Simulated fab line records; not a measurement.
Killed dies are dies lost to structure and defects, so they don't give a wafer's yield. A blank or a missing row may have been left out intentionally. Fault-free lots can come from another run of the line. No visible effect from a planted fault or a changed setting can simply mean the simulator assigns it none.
8D (eight disciplines) problem report, filled in by code :: flow rit cmos :: the parts of the form that need people (team, actions taken, sign-off) are left out

== 1. WHAT WENT WRONG ==
Across 9 wafers from 3 lots, GATE_OVL at RIT_GATE_OVL_MEAS_17 averages 128.8 nm, while fault-free wafers read -0.7 nm with a standard deviation of 1.4. Relative to the usual mean, that is a shift of +92 standard deviations.
Earliest sighting: wafer L844.3 on overlay-01 at day 3 22:49. At this step, 42 wafers from 14 lots have a number in the record. By rule, "out" or "out of limits" means more than 4 standard deviations away from the usual mean. The rest of the wafers with a number are treated as sound.

== 2. WHAT IT IS; WHAT IT IS NOT ==
question: which readings at this step
is: GATE_OVL
is not: -

question: which lots
is: L844, L847, L849
is not: L837, L838, L839, L840, L841, L843, L845, L851, L854, L858, L859

question: which wafers of those lots
is: all that have a number
is not: -

question: read on which gauges
is: overlay-01, overlay-02
is not: -

question: when
is: from day 3 22:49
is not: up to then (18 sound wafers); but 15 sound wafers of L845, L851, L854, L858, L859 came after

== 3. WHAT RULES OUT EACH SUSPECT ==
Counting: any tool at a process step up to the reading is kept as a suspect provided that every lot that is out went through it and no sound lot did after the first of them.
- the gauge at RIT_GATE_OVL_MEAS_17: ruled out. Those wafers that are out were read across 2 gauges (overlay-01, overlay-02).
- iline stepper-01 at RIT_GATE_EXPOSE_13 (exposes mask M6, target cd 150 nm): kept. It processed each lot that is out, first L844 at day 3 22:19, and no sound lot thereafter; up to then, the last sound lot it processed was L841 at day 3 09:25.
Remaining after the count: iline stepper-01 at RIT_GATE_EXPOSE_13.

== 4. THE CAUSE (what the simulator had put in) ==
Scanner matching overlay: iline stepper-01, from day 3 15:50 on, at RIT_GATE_EXPOSE_13. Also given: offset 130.
Only this tool survived the counting.

== 5. SEQUENCE OF EFFECTS, ordered by route ==
Rows list readings where the struck wafers' mean (over those with a number) sits beyond 3 standard deviations from the usual. Only readings for which the record gives a usual standard deviation are gone through. hours: the time from each lot's start at the first step in this table that gives one to its start at this step, as a median over the lots. sigmas: the change in usual standard deviations.
hours: 0
step: RIT_GATE_OVL_MEAS_17
reading: GATE_OVL
usual: -0.7 nm
on struck wafers: 128.8
change: +129.5
sigmas: +92
Later steps that measure or inspect, where all struck wafers having a row at the step show a number for every such reading and not one has moved that far: RIT_GATE_CD_MEAS_90, RIT_NLDD_TW_MEAS_10.

== 6. WHAT WOULD HAVE CAUGHT IT SOONER ==
Counted from the fault's start at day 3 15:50, it took 7 hours until the first out-of-limits reading at a measuring or inspecting step in this record, taken at day 3 22:49.
Lots out: 3; of these, L847, L849 started RIT_GATE_EXPOSE_13 on iline stepper-01 after day 3 22:49. A hold on the tool at that time would have spared those 2.
